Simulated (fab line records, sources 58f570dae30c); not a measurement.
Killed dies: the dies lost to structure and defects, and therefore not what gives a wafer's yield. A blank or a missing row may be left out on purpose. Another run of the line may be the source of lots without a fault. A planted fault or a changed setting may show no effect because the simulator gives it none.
Problem report, 8D (eight disciplines) form, completed by code -- flow berkeley cmos170 -- the parts of the form that need people (team, actions taken, sign-off) are left out

1. WHAT IS WRONG
Wafers without a fault read 2.005, standard deviation 0.022; chamber o2 ppm at UCB170_SILICIDE_RTA_04 reads a mean of 302.005 on 6 wafers belonging to 2 lots. So: +99 or more standard deviations from the usual mean.
The step: time 15 s.
First seen on wafer L940.2, day 9 15:13, on rtp anneal-02. At this step, 18 wafers from 6 lots have a number in the record. Rule for "out" (also "out of limits"): further than 4 standard deviations from the usual mean. The rest of the wafers with a number are treated as sound.

2. WHAT IT IS; WHAT IT IS NOT
question,is,is not
which readings at this step,chamber o2 ppm,lamp power pct
which lots,"L940, L941","L933, L939, L942, L943"
which wafers of those lots,all that have a number,-
read on which tools,rtp anneal-02,rtp anneal-01
when,from day 9 15:13,"up to then (6 sound wafers); but 6 sound wafers of L942, L943 came after"

3. THE SUSPECTS, EACH WITH WHAT RULES IT OUT
Counting: a tool stays on the suspect list if, at a process step up to the reading, it processed all lots that are out and no sound lot following the first of them.
- plasma asher-04 at UCB170_BACKSIDE_STRIP_03 (strips in O2): kept. It ran every lot that is out, first L940 (day 9 14:02), and no sound lot after that; its last sound lot up to then is L939 (day 9 04:20).
- rtp anneal-02 at UCB170_SILICIDE_RTA_04 (time 15 s): kept. It ran every lot that is out, first L940 (day 9 15:13), and no sound lot after that; its last sound lot up to then is L939 (day 9 05:30). Its own readings are out on those wafers: chamber o2 ppm.
Remaining after the count are plasma asher-04 at UCB170_BACKSIDE_STRIP_03 and rtp anneal-02 at UCB170_SILICIDE_RTA_04.

4. THE CAUSE (what the simulator had put in)
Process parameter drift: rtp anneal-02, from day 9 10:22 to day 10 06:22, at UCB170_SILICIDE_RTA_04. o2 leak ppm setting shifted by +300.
After counting, 2 suspects remain, this tool included.

5. THE EFFECT CHAIN, in route order
Each row: a reading where the mean over the struck wafers with a number is more than 3 standard deviations away from the usual. Only readings whose record carries a usual standard deviation are examined. hours: median over the lots of the time between each lot's start at the first step of this table that gives one and its start at this step. sigmas: the change, counted in usual standard deviations.
hours,step,reading,usual,on struck wafers,change,sigmas
0,UCB170_SILICIDE_RTA_04,chamber o2 ppm,2.005,302.005,+300.000,+99 or more
Process steps it contains:
- UCB170_SILICIDE_RTA_04: time 15 s.

6. HOW IT WOULD HAVE BEEN CAUGHT EARLIER
First out-of-limits reading in this record: day 9 15:13, which is 5 hours after fault onset at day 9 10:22.
